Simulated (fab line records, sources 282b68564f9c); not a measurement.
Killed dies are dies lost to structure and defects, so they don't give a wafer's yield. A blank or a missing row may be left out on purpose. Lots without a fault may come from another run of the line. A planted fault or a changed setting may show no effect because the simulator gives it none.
Which tool did it? | flow rit_cmos | 15 lots, 45 wafers sampled, at 2 steps of a route of 202

WHAT THE GAUGES READ, wafer by wafer
RIT_FOX1_THK_MEAS_01.
lot  | measured    | on            | FOX1_OXIDE_THK (nm)
L122 | day 1 19:23 | film_metro-03 | 340 338 344
L123 | day 1 23:30 | film_metro-03 | 347 349 343
L124 | day 2 03:52 | film_metro-02 | 340 333 338
L125 | day 2 10:11 | film_metro-04 | 344 346 342
L126 | day 2 13:37 | film_metro-02 | 345 350 340
L127 | day 2 20:33 | film_metro-03 | 350 347 345
L128 | day 3 02:29 | film_metro-03 | 523 528 522
L131 | day 3 18:52 | film_metro-04 | 517 516 529
L132 | day 3 19:20 | film_metro-03 | 339 347 339
L137 | day 5 03:51 | film_metro-02 | 507 510 509
L138 | day 5 06:23 | film_metro-02 | 346 345 355
L140 | day 5 19:04 | film_metro-02 | 348 348 354
L143 | day 6 03:32 | film_metro-02 | 347 347 347
L144 | day 6 14:26 | film_metro-02 | 367 354 357
L145 | day 6 14:25 | film_metro-04 | 346 347 353

WHICH TOOL RAN EACH LOT (tool, then ch and the chambers of the sampled wafers, then the start)
lot  | RIT_FOX1_OXIDATION_00
L122 | furnace-01 ch 0, day 1 18:04
L123 | furnace-04 ch 0, day 1 22:11
L124 | furnace-01 ch 0, day 2 02:33
L125 | furnace-04 ch 0, day 2 08:51
L126 | furnace-04 ch 0, day 2 12:18
L127 | furnace-04 ch 0, day 2 19:13
L128 | furnace-04 ch 0, day 2 23:41
L131 | furnace-04 ch 0, day 3 15:53 and furnace-03 ch 0, day 3 17:27
L132 | furnace-01 ch 0, day 3 18:01
L137 | furnace-04 ch 0, day 5 00:09
L138 | furnace-03 ch 0, day 5 05:05
L140 | furnace-03 ch 0, day 5 17:44
L143 | furnace-04 ch 0, day 6 02:13
L144 | furnace-01 ch 0, day 6 13:06
L145 | furnace-01 ch 0, day 6 13:06
- RIT_FOX1_OXIDATION_00: target thk 350.7 nm, ox time 1130 s.

WHAT THE TOOLS THEMSELVES READ (means of the sampled wafers that have a number; where no wafer has one, the mark that the record gives instead)
RIT_FOX1_OXIDATION_00.
lot  | tool                  | spike_tc_source_C (C)
L122 | furnace-01            | 1123.7
L123 | furnace-04            | 1124.9
L124 | furnace-01            | 1123.3
L125 | furnace-04            | 1125.0
L126 | furnace-04            | 1125.7
L127 | furnace-04            | 1125.5
L128 | furnace-04            | 1125.4
L131 | furnace-04/furnace-03 | 1126.3
L132 | furnace-01            | 1123.8
L137 | furnace-04            | 1125.5
L138 | furnace-03            | 1127.1
L140 | furnace-03            | 1127.7
L143 | furnace-04            | 1125.0
L144 | furnace-01            | 1123.9
L145 | furnace-01            | 1124.4

THE ANSWER, worked out from the rows above alone
Rule: what is usual is taken from the lots themselves. Put in order of their means at a reading, lots are off if they are a third of the lots or fewer, leave a main group of 4 or more, and stand apart from it by a gap of 3 or more times the standard deviation of the main group's means; of several such gaps the widest counts. A main group whose means are all the same, to the digits that the tables above print for the reading, isn't used. A lot without any number at a reading at which 4 lots or more have one is off too. The other lots that the step has rows for count as sound. The gauges are gone through in route order, then the tools' own readings, and for those a lot's mean is taken as printed above. The first step at which some lot is off is used, and at that step the reading that is off furthest; a lot without a number counts as furthest.
Off: L128, L131, L137, at RIT_FOX1_THK_MEAS_01 (FOX1_OXIDE_THK). The main group: mean 346 nm, standard deviation 5.3.
A tool fits if, at a process step before that reading, it ran every lot that is off, and no sound lot after the first of them. The gauges at RIT_FOX1_THK_MEAS_01 are tried like those tools. None of those tried fits.

WHAT THE SIMULATOR HAD PUT IN
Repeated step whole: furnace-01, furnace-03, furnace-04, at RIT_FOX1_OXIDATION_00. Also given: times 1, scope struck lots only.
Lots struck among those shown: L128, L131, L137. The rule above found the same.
